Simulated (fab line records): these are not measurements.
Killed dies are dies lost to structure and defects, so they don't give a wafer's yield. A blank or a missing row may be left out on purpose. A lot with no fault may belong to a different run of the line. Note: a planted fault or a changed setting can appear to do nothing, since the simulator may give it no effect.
fab line records | flow berkeley-cmos170
record: lots: 6 | wafers: 18 | last-day: 12
route steps=331 shown M2@272
lots that met no fault: taken from a fault-free run of the same line
start-h: hours from the record's first day to the start of the lot's first wafer shown | wait-h: how many hours have passed since the lot's step before this one | " identical to the entry in the row above | L1.1+2: one row covering several wafers at once | - either no value or no given start | * or withheld: withheld | < > ~ a bound
route shown NAME@n: a module of which the file shows steps, and the number in the route of the first | usual: the fault-free wafers' mean and standard deviation | same: alike in all rows | chamber/n: place in a boat | sites: readings site by site | _std_site: the standard deviation of these | _edge_site: mean of outer sites minus mean of inner sites | radius-mm: how far each site lies from the wafer's centre | mask NAME#n: copy n | behind: tool/chamber where the wafer was last shaped | hold: cause of the lot's hold/its duration in hours/its outcome | device: whichever transistor did not switch (one of n, p or np) | end of line: tests of these same wafers at the route's end | a step given without rows: its recipe and nothing more | killed: not the wafer's yield, but the dies lost to structure and defects at the first sort | map: the dies of a wafer, with x for killed, . for not killed, _ for no die there
set.NAME: setting as actually run; set.NAME@STEP: the setting as run at that earlier step | model.NAME: the simulator's own value behind a step, which no gauge read
lots at some steps of the route; a table a step, a row a wafer
services: the hour from which a tool's chamber was out of use, counted from the record's first day as start-h (under 0 if before that day), plus the number of hours and why
== steps ==
step: UCB170_M2_SPUTTER_01
recipe: material: Al | target-thk-nm: 900 | time-s: 120 | power-w: 6000 | chamber-pressure-pa: 0.5
usual: throttle-valve-pct: 30.3/0.65
lot.wafer | tool           | chamber | start-h | wait-h | throttle-valve-pct
L272.1    | pvd-sputter-01 | -       | 179.66  | 0.0    | 30.6
L272.3    | "              | -       | "       | "      | 29.8
L272.6    | "              | -       | "       | "      | 30.1
L277.1    | pvd-sputter-02 | -       | 194.43  | 0.0    | 29.7
L277.2    | "              | -       | "       | "      | 29.8
L277.6    | "              | -       | "       | "      | 29.3
L276.1    | pvd-sputter-01 | -       | 199.86  | 0.0    | 30.6
L276.4    | "              | -       | "       | "      | 31.5
L276.5    | "              | -       | "       | "      | 30.8
L281.2    | pvd-sputter-01 | -       | 228.29  | 0.0    | 30.8
L281.3    | "              | -       | "       | "      | 30.6
L281.4    | "              | -       | "       | "      | 29.6
L286.4    | pvd-sputter-01 | -       | 242.33  | 0.0    | 31.7
L286.5    | "              | -       | "       | "      | 29.5
L286.6    | "              | -       | "       | "      | 30.7
L293.2    | pvd-sputter-04 | -       | 276.10  | 0.0    | 31.0
L293.5    | "              | -       | "       | "      | 29.4
L293.6    | "              | -       | "       | "      | 30.3
step: UCB170_M2_RS_MEAS_02
recipe: thk-meas-gauge: four-point-probe | reads: Al_of_M2_SPUTTER_01
usual: M2_AL_RS: 0.0322/0.0004
lot.wafer | tool          | chamber | start-h | wait-h | M2_AL_RS[ohm/sq]
L272.1    | film-metro-02 | -       | 179.75  | 0.0    | 0.0321
L272.3    | "             | -       | "       | "      | 0.0321
L272.6    | "             | -       | "       | "      | 0.0323
L277.1    | film-metro-03 | -       | 194.51  | 0.0    | 0.0321
L277.2    | "             | -       | "       | "      | 0.0320
L277.6    | "             | -       | "       | "      | 0.0313
L276.1    | film-metro-03 | -       | 199.94  | 0.0    | 0.0321
L276.4    | "             | -       | "       | "      | 0.0327
L276.5    | "             | -       | "       | "      | 0.0321
L281.2    | film-metro-04 | -       | 228.40  | 0.1    | 0.0328
L281.3    | "             | -       | "       | "      | 0.0326
L281.4    | "             | -       | "       | "      | 0.0327
L286.4    | film-metro-02 | -       | 242.47  | 0.1    | 0.0325
L286.5    | "             | -       | "       | "      | 0.0323
L286.6    | "             | -       | "       | "      | 0.0320
L293.2    | film-metro-02 | -       | 276.20  | 0.1    | 0.0317
L293.5    | "             | -       | "       | "      | 0.0318
L293.6    | "             | -       | "       | "      | 0.0327
step: UCB170_M2_THK_MEAS_03
recipe: thk-meas-gauge: xrf | reads: Al_of_M2_SPUTTER_01
usual: M2_AL_THK: 892/11
lot.wafer | tool          | chamber | start-h | wait-h | M2_AL_THK[nm]
L272.1    | film-metro-02 | -       | 179.87  | 0.1    | 897
L272.3    | "             | -       | "       | "      | 895
L272.6    | "             | -       | "       | "      | 893
L277.1    | film-metro-03 | -       | 194.63  | 0.1    | 900
L277.2    | "             | -       | "       | "      | 905
L277.6    | "             | -       | "       | "      | 920
L276.1    | film-metro-03 | -       | 200.06  | 0.1    | 898
L276.4    | "             | -       | "       | "      | 893
L276.5    | "             | -       | "       | "      | 903
L281.2    | film-metro-04 | -       | 228.51  | 0.1    | 881
L281.3    | "             | -       | "       | "      | 883
L281.4    | "             | -       | "       | "      | 889
L286.4    | film-metro-02 | -       | 242.56  | 0.1    | 875
L286.5    | "             | -       | "       | "      | 887
L286.6    | "             | -       | "       | "      | 896
L293.2    | film-metro-02 | -       | 276.31  | 0.1    | 901
L293.5    | "             | -       | "       | "      | 900
L293.6    | "             | -       | "       | "      | 877
step: UCB170_M2_HMDS_04
recipe: prime-time-s: 60 | prime-temp-c: 100
step: UCB170_M2_COAT_05
recipe: resist: KrF | spin-rpm: 1500 | resist-thk-nm: 900
step: UCB170_M2_SOFTBAKE_06
recipe: resist: KrF | temp-c: 130 | time-s: 60
step: UCB170_M2_STRIP_07
recipe: chemistry: O2 | power-w: 400 | pressure-mtorr: 3500 | platen-temp-c: withheld | o2-flow-sccm: 400 | overash-fraction: 0.5
usual: chamber-pressure-mTorr: 3500/3.2 | drypump-motor-current-A: 5.5/0.32 | oes-product-au: 0.735/0.0047 | strip-time-to-endpoint-s: 21.97/0.057
lot.wafer | tool            | chamber | start-h | wait-h | chamber-pressure-mTorr | drypump-motor-current-A | oes-product-au | rf-hours-counter-h | strip-time-to-endpoint-s
L272.1    | plasma-asher-04 | 0       | 180.38  | 0.1    | 3498                   | 5.4                     | 0.729          | 50                 | 22.05
L272.3    | "               | 1       | "       | "      | 3494                   | 5.0                     | 0.731          | -                  | 21.96
L272.6    | "               | 0       | "       | "      | 3499                   | 5.3                     | 0.740          | -                  | 22.03
L277.1    | plasma-asher-04 | 0       | 195.14  | 0.1    | 3501                   | 5.3                     | 0.737          | 52                 | 21.94
L277.2    | "               | 1       | "       | "      | 3496                   | 5.0                     | 0.730          | 52                 | 21.97
L277.6    | "               | 0       | "       | "      | 3490                   | 5.3                     | 0.743          | -                  | 21.97
L276.1    | plasma-asher-01 | 1       | 200.57  | 0.1    | 3501                   | 5.2                     | 0.731          | 9                  | 21.99
L276.4    | "               | 1       | "       | "      | 3502                   | 5.2                     | 0.741          | -                  | 21.97
L276.5    | "               | 0       | "       | "      | 3499                   | 5.9                     | 0.737          | -                  | 21.95
L281.2    | plasma-asher-04 | 1       | 229.41  | 0.1    | 3498                   | 5.0                     | 0.728          | 56                 | 21.90
L281.3    | "               | 1       | "       | "      | 3498                   | 5.0                     | 0.730          | -                  | 21.92
L281.4    | "               | 0       | "       | "      | 3495                   | 5.3                     | 0.727          | -                  | 21.98
L286.4    | plasma-asher-03 | 1       | 243.54  | 0.1    | 3500                   | 5.6                     | 0.732          | -                  | 22.00
L286.5    | "               | 0       | "       | "      | 3504                   | 5.7                     | 0.731          | -                  | 21.98
L286.6    | "               | 1       | "       | "      | 3497                   | 5.6                     | 0.725          | -                  | 21.90
L293.2    | plasma-asher-03 | 1       | 277.06  | 0.1    | 3501                   | 5.5                     | 0.738          | 58                 | 22.05
L293.5    | "               | 1       | "       | "      | 3501                   | 5.5                     | 0.725          | -                  | 21.98
L293.6    | "               | 0       | "       | "      | 3504                   | 5.7                     | 0.733          | -                  | 22.08
step: UCB170_M2_STRIP_08
recipe: chemistry: DMSO | temp-c: 80 | time-s: 600 | material: KrF
step: UCB170_M2_COAT_09
recipe: resist: BARC | temp-c: withheld | time-s: withheld | spin-rpm: 3000 | resist-thk-nm: withheld
step: UCB170_M2_COAT_10
recipe: resist: KrF | spin-rpm: 1500 | resist-thk-nm: 900
step: UCB170_M2_SOFTBAKE_11
recipe: resist: KrF | temp-c: 130 | time-s: 60
step: UCB170_M2_EXPOSE_12
recipe: mask-id: METAL2 | target-cd-nm: 700 | na: 0.5 | sigma-outer: 0.6 | source-shape: conventional | dose-mj: 26
step: UCB170_M2_PEB_13
recipe: peb-temp-c: 130 | peb-time-s: withheld | resist: KrF
usual: chill-plate-temp-C: 23.01/0.11 | exhaust-pa: 44.8/0.96 | plate-temp-C: 130.00/0.14
lot.wafer | tool           | chamber | start-h | wait-h | chill-plate-temp-C | exhaust-pa | plate-temp-C
L272.1    | litho-track-03 | 0       | 182.68  | 0.2    | 23.04              | 45.5       | 130.07
L272.3    | "              | 0       | "       | "      | 22.95              | 44.8       | 129.89
L272.6    | "              | 0       | "       | "      | 23.28              | 45.6       | 129.83
L277.1    | litho-track-03 | -       | 197.04  | 0.1    | -                  | -          | -
L277.2    | "              | -       | "       | "      | -                  | -          | -
L277.6    | "              | -       | "       | "      | -                  | -          | -
L276.1    | litho-track-01 | -       | 201.71  | 0.4    | -                  | -          | -
L276.4    | "              | -       | "       | "      | -                  | -          | -
L276.5    | "              | -       | "       | "      | -                  | -          | -
L281.2    | litho-track-01 | 0       | 234.70  | 0.5    | 23.11              | 44.6       | 130.10
L281.3    | "              | 0       | "       | "      | 23.21              | 44.6       | 130.05
L281.4    | "              | 0       | "       | "      | 23.07              | 44.5       | 129.87
L286.4    | litho-track-01 | 0       | 245.64  | 0.3    | 22.92              | 44.1       | 129.96
L286.5    | "              | 0       | "       | "      | 23.12              | 44.3       | 129.92
L286.6    | "              | 0       | "       | "      | 23.06              | 43.4       | 129.86
L293.2    | litho-track-04 | 0       | 281.43  | 0.9    | 23.02              | 44.9       | 129.90
L293.5    | "              | 0       | "       | "      | 22.91              | 44.6       | 129.75
L293.6    | "              | 0       | "       | "      | 23.06              | 44.9       | 129.83
step: UCB170_M2_DEVELOP_14
recipe: developer: TMAH | develop-time-s: 45 | resist: KrF | dev-temp-c: 21
== services ==
tool            | chamber | start-h | hours | kind
plasma-asher-03 | -       | 171.33  | 14.6  | pm
pvd-sputter-04  | -       | 225.77  | 2.9   | repair
plasma-asher-01 | -       | 251.91  | 3.9   | repair
plasma-asher-03 | -       | 252.04  | 6.8   | repair
pvd-sputter-04  | -       | 255.73  | 8.0   | repair
plasma-asher-04 | -       | 274.05  | 4.3   | pm
== key ==
first-sign: step: UCB170_M2_PEB_13 | reading: tool-record | direction: missing
effect none on later readings
met-at UCB170_M2_PEB_13
struck-wafers L276.1,L276.4,L276.5,L277.1,L277.2,L277.6
later-rows-left-out L276.1,L276.4,L276.5,L277.1,L277.2,L277.6
sort-left-out L276.1,L276.4,L276.5,L277.1,L277.2,L277.6
tester-left-out L276,L277
onset-between 182.68 197.04
earlier-fault: kind: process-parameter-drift | tool: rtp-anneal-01 | chamber: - | onset-h: 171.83 | steps: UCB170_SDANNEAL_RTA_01 | channel: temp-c | offset: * | shape: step | end-h: 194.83 | acts-in: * | stated: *
fault: kind: skipped-step-whole | tool: litho-track-01,litho-track-03 | chamber: - | onset-h: 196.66 | steps: UCB170_M2_PEB_13 | scope: struck-lots-only
tester-left-out: of these lots the tester's yield and bins aren't shown, on N5 and GAA mostly nor the transistor test; their killed dies are dies lost to structure and defects alone, not to doping, threshold or leakage, so they don't give the yield
sort-left-out: the simulated sort isn't trusted on such a fault, so these wafers' sort isn't shown, and their yield isn't known
later-rows-left-out: the simulator's readings of these wafers behind a module that went badly wrong aren't trusted and aren't shown, but for the sort
